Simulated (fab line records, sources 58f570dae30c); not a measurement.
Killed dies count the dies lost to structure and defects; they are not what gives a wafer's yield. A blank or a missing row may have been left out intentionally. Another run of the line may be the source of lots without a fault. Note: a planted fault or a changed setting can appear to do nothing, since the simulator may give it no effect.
fab line records    flow berkeley_cmos170
record lots=15  wafers=45  last_day=12
route steps=331 shown M3@327
lots that met no fault: from a run of the same line without faults
start_h: hours from the record's first day to the start of the lot's first wafer shown    wait_h: hours elapsed since this lot's preceding step    " unchanged from the row above    L1.1+2: one row covering several wafers at once    - no value, or no start was given    * or withheld: withheld    < > ~ a bound
route shown NAME@n: a module of which the file shows steps, and the number in the route of the first    usual: mean/standard deviation taken from wafers without a fault    same: alike in all rows    chamber/n: place in a boat    sites: per-site readings    _std_site: standard deviation of those values    _edge_site: outer sites' mean less inner sites'    radius_mm: how far each site lies from the wafer's centre    mask NAME#n: copy n    behind: the tool/chamber that last shaped the wafer    hold: why the lot was held/for how many hours/how that ended    device: whichever transistor did not switch (one of n, p or np)    end of line: the route-end tests of the same wafers    where a step has no rows: the recipe by itself    killed: the dies lost at the first sort to structure and to defects; this is not the yield of the wafer    map: dies across one wafer; x = killed, . = not, _ = none there
set.NAME: setting as actually run; set.NAME@STEP: the setting as run at that earlier step    model.NAME: the simulator's own value behind a step, which no gauge read
steps of the route over a sample of lots; a table a step, a row a wafer
services: the hour from which a tool's chamber was out of use, counted from the record's first day as start_h (under 0 if before that day), plus the number of hours and why
## steps
# step UCB170_M3_METAL_ETCH_18
# recipe chemistry=Cl2/BCl3  target=Al  stop_on=SiO2  pressure_mtorr=12  target_depth_a=11700  over_etch_frac=0.3  time_s=195  icp_w=600  bias_w=120  Cl2_flow_sccm=90  bcl3_flow_sccm=45
# usual drypump_motor_current_A=5.8/0.62  oes_product_au=0.854/0.014  throttle_valve_pct=24.35/0.23
lot.wafer  tool          chamber  start_h  wait_h  drypump_motor_current_A  oes_product_au  rf_hours_counter_h  throttle_valve_pct
L442.2     rie_metal-03  0        176.44   -       5.5                      0.835           6.0                 24.27
L442.5     "             1        "        "       6.0                      0.851           -                   24.51
L442.6     "             0        "        "       5.5                      0.851           -                   24.30
L441.2     rie_metal-01  0        177.44   -       5.1                      0.864           1.9                 23.97
L441.4     "             0        "        "       5.1                      0.858           -                   23.99
L441.6     "             0        "        "       5.1                      0.868           -                   23.99
L440.3     rie_metal-03  0        179.56   -       5.5                      0.833           -                   24.29
L440.5     "             0        "        "       5.6                      0.835           -                   24.29
L440.6     "             1        "        "       6.0                      0.863           -                   24.51
L443.1     rie_metal-01  1        184.51   -       6.7                      0.844           9.6                 24.66
L443.5     "             0        "        "       5.1                      0.853           -                   23.98
L443.6     "             1        "        "       6.6                      0.851           -                   24.65
L444.3     rie_metal-03  1        184.85   -       6.0                      0.868           -                   24.50
L444.4     "             0        "        "       5.5                      0.838           -                   24.29
L444.5     "             1        "        "       6.0                      0.862           -                   24.49
L445.4     rie_metal-03  0        202.84   -       5.6                      0.843           -                   24.27
L445.5     "             1        "        "       6.0                      0.851           -                   24.50
L445.6     "             0        "        "       5.6                      0.839           -                   24.26
L446.1     rie_metal-01  0        203.39   -       5.1                      0.863           2.5                 23.99
L446.3     "             1        "        "       6.7                      0.866           -                   24.66
L446.5     "             1        "        "       6.7                      0.846           -                   24.67
L447.1     rie_metal-01  1        209.50   -       6.7                      0.847           10.2                24.65
L447.2     "             0        "        "       5.1                      0.858           2.7                 24.00
L447.3     "             1        "        "       6.7                      0.841           -                   24.67
L450.1     rie_metal-01  1        229.24   -       6.7                      0.763           10.8                24.68
L450.3     "             1        "        "       6.7                      0.753           -                   24.70
L450.6     "             1        "        "       6.7                      0.758           -                   24.71
L452.1     rie_metal-01  0        234.56   -       5.1                      0.865           3.5                 23.98
L452.3     "             1        "        "       6.7                      0.759           -                   24.71
L452.6     "             1        "        "       6.7                      0.760           -                   24.70
L455.1     rie_metal-01  0        256.86   -       5.1                      0.857           4.1                 23.98
L455.2     "             1        "        "       6.7                      0.765           11.7                24.70
L455.6     "             0        "        "       5.1                      0.859           -                   24.00
L456.3     rie_metal-03  1        256.97   -       6.0                      0.855           -                   24.50
L456.4     "             0        "        "       5.5                      0.832           -                   24.29
L456.5     "             0        "        "       5.5                      0.832           -                   24.28
L460.2     rie_metal-03  1        274.51   -       6.0                      0.860           5.6                 24.49
L460.4     "             0        "        "       5.5                      0.839           -                   24.27
L460.5     "             1        "        "       6.0                      0.861           -                   24.50
L459.1     rie_metal-04  1        275.29   -       4.9                      0.841           5.1                 24.44
L459.3     "             1        "        "       4.9                      0.841           -                   24.46
L459.4     "             0        "        "       6.2                      0.871           -                   24.25
L462.1     rie_metal-03  0        284.19   -       5.5                      0.826           9.0                 24.28
L462.2     "             1        "        "       6.0                      0.853           6.1                 24.51
L462.3     "             0        "        "       5.5                      0.836           -                   24.27
# step UCB170_M3_STRIP_19
# recipe chemistry=O2  power_w=400  pressure_mtorr=3500  platen_temp_c=withheld  o2_flow_sccm=400  overash_fraction=0.5
# usual drypump_motor_current_A=5.4/0.42  oes_product_au=0.544/0.016
lot.wafer  tool             chamber  start_h  wait_h  drypump_motor_current_A  oes_product_au  rf_hours_counter_h
L442.2     plasma_asher-03  1        176.62   0.1     5.7                      0.575           7
L442.5     "                0        "        "       5.6                      0.520           -
L442.6     "                1        "        "       5.7                      0.571           -
L441.2     plasma_asher-02  1        177.62   0.1     4.8                      0.538           48
L441.4     "                1        "        "       4.8                      0.546           -
L441.6     "                0        "        "       5.4                      0.553           -
L440.3     plasma_asher-04  0        179.72   0.1     6.2                      0.568           -
L440.5     "                1        "        "       4.9                      0.575           -
L440.6     "                0        "        "       6.2                      0.519           -
L443.1     plasma_asher-02  0        184.70   0.1     5.4                      0.543           49
L443.5     "                0        "        "       5.4                      0.566           -
L443.6     "                1        "        "       4.8                      0.548           -
L444.3     plasma_asher-03  0        185.01   0.1     5.6                      0.517           -
L444.4     "                1        "        "       5.8                      0.563           -
L444.5     "                0        "        "       5.6                      0.517           -
L445.4     plasma_asher-02  1        203.00   0.1     4.7                      0.580           -
L445.5     "                0        "        "       5.4                      0.529           -
L445.6     "                1        "        "       4.8                      0.570           -
L446.1     plasma_asher-03  0        203.57   0.1     5.5                      0.535           10
L446.3     "                1        "        "       5.8                      0.541           -
L446.5     "                1        "        "       5.8                      0.543           -
L447.1     plasma_asher-02  0        209.68   0.1     5.4                      0.545           51
L447.2     "                1        "        "       4.8                      0.562           51
L447.3     "                1        "        "       4.8                      0.541           -
L450.1     plasma_asher-02  1        229.42   0.1     4.8                      0.713           53
L450.3     "                0        "        "       5.4                      0.718           -
L450.6     "                1        "        "       4.8                      0.722           -
L452.1     plasma_asher-02  0        234.75   0.1     5.4                      0.552           53
L452.3     "                0        "        "       5.4                      0.709           -
L452.6     "                1        "        "       4.8                      0.718           -
L455.1     plasma_asher-03  1        257.05   0.1     5.7                      0.546           16
L455.2     "                0        "        "       5.6                      0.716           16
L455.6     "                0        "        "       5.6                      0.547           -
L456.3     plasma_asher-02  1        257.13   0.1     4.8                      0.537           -
L456.4     "                0        "        "       5.4                      0.563           -
L456.5     "                0        "        "       5.4                      0.561           -
L460.2     plasma_asher-03  1        274.69   0.1     5.7                      0.523           18
L460.4     "                0        "        "       5.6                      0.571           -
L460.5     "                0        "        "       5.6                      0.522           -
L459.1     plasma_asher-02  0        275.48   0.1     5.4                      0.527           59
L459.3     "                1        "        "       4.7                      0.519           -
L459.4     "                0        "        "       5.4                      0.540           -
L462.1     plasma_asher-04  1        284.38   0.1     4.9                      0.559           55
L462.2     "                0        "        "       6.2                      0.528           55
L462.3     "                0        "        "       6.2                      0.567           -
# step UCB170_M3_CD_MEAS_90
# recipe target_cd_nm=700
# usual cd_nm=701/3
lot.wafer  tool       chamber  start_h  wait_h  cd_nm
L442.2     cd_sem-01  -        176.74   0.1     700
L442.5     "          -        "        "       703
L442.6     "          -        "        "       701
L441.2     cd_sem-01  -        177.74   0.1     706
L441.4     "          -        "        "       704
L441.6     "          -        "        "       705
L440.3     cd_sem-02  -        179.83   0.1     705
L440.5     "          -        "        "       699
L440.6     "          -        "        "       705
L443.1     cd_sem-01  -        184.80   0.1     702
L443.5     "          -        "        "       704
L443.6     "          -        "        "       704
L444.3     cd_sem-02  -        185.12   0.1     703
L444.4     "          -        "        "       699
L444.5     "          -        "        "       702
L445.4     cd_sem-01  -        203.13   0.1     704
L445.5     "          -        "        "       708
L445.6     "          -        "        "       703
L446.1     cd_sem-01  -        203.67   0.1     701
L446.3     "          -        "        "       697
L446.5     "          -        "        "       699
L447.1     cd_sem-01  -        209.78   0.1     700
L447.2     "          -        "        "       708
L447.3     "          -        "        "       702
L450.1     cd_sem-01  -        229.52   0.1     722
L450.3     "          -        "        "       720
L450.6     "          -        "        "       722
L452.1     cd_sem-01  -        234.85   0.1     703
L452.3     "          -        "        "       720
L452.6     "          -        "        "       721
L455.1     cd_sem-01  -        257.17   0.1     703
L455.2     "          -        "        "       722
L455.6     "          -        "        "       702
L456.3     cd_sem-02  -        257.29   0.1     702
L456.4     "          -        "        "       704
L456.5     "          -        "        "       701
L460.2     cd_sem-02  -        274.81   0.1     700
L460.4     "          -        "        "       701
L460.5     "          -        "        "       700
L459.1     cd_sem-02  -        275.58   0.1     696
L459.3     "          -        "        "       696
L459.4     "          -        "        "       699
L462.1     cd_sem-02  -        284.49   0.1     700
L462.2     "          -        "        "       701
L462.3     "          -        "        "       699
## services
tool             chamber  start_h  hours  kind
plasma_asher-04  -        171.55   7.5    repair
plasma_asher-04  -        174.15   1.8    repair
rie_metal-04     -        184.61   1.4    pm
rie_metal-04     -        212.78   0.8    repair
plasma_asher-03  -        270.68   1.8    repair
plasma_asher-04  -        278.14   5.1    repair
## key
first_sign step=UCB170_M3_METAL_ETCH_18  reading=oes_product_au  direction=down  sigmas=6.9  usual=0.854  struck=0.760
effect step=UCB170_M3_STRIP_19  reading=oes_product_au  direction=up  sigmas=10  usual=0.544  struck=0.716
effect step=UCB170_M3_CD_MEAS_90  reading=cd_nm  direction=up  sigmas=6.6  usual=701  struck=721
met_at UCB170_M3_METAL_ETCH_18
struck_lots L450,L452,L455
struck_wafers L450.1,L450.3,L450.6,L452.3,L452.6,L455.2
later_rows_left_out L450.1,L450.3,L450.6,L452.3,L452.6,L455.2
sort_left_out L450.1,L450.3,L450.6,L452.3,L452.6,L455.2
onset_between 209.50 229.24
fault kind=process_parameter_drift  tool=rie_metal-01  chamber=1  onset_h=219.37  steps=UCB170_M3_METAL_ETCH_18  channel=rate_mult  offset=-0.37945  shape=step  end_h=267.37
# sort_left_out: the simulated sort isn't trusted on such a fault, so these wafers' sort isn't shown, and their yield isn't known
# later_rows_left_out: the simulator's readings of these wafers behind a module that went badly wrong aren't trusted and aren't shown, but for the sort
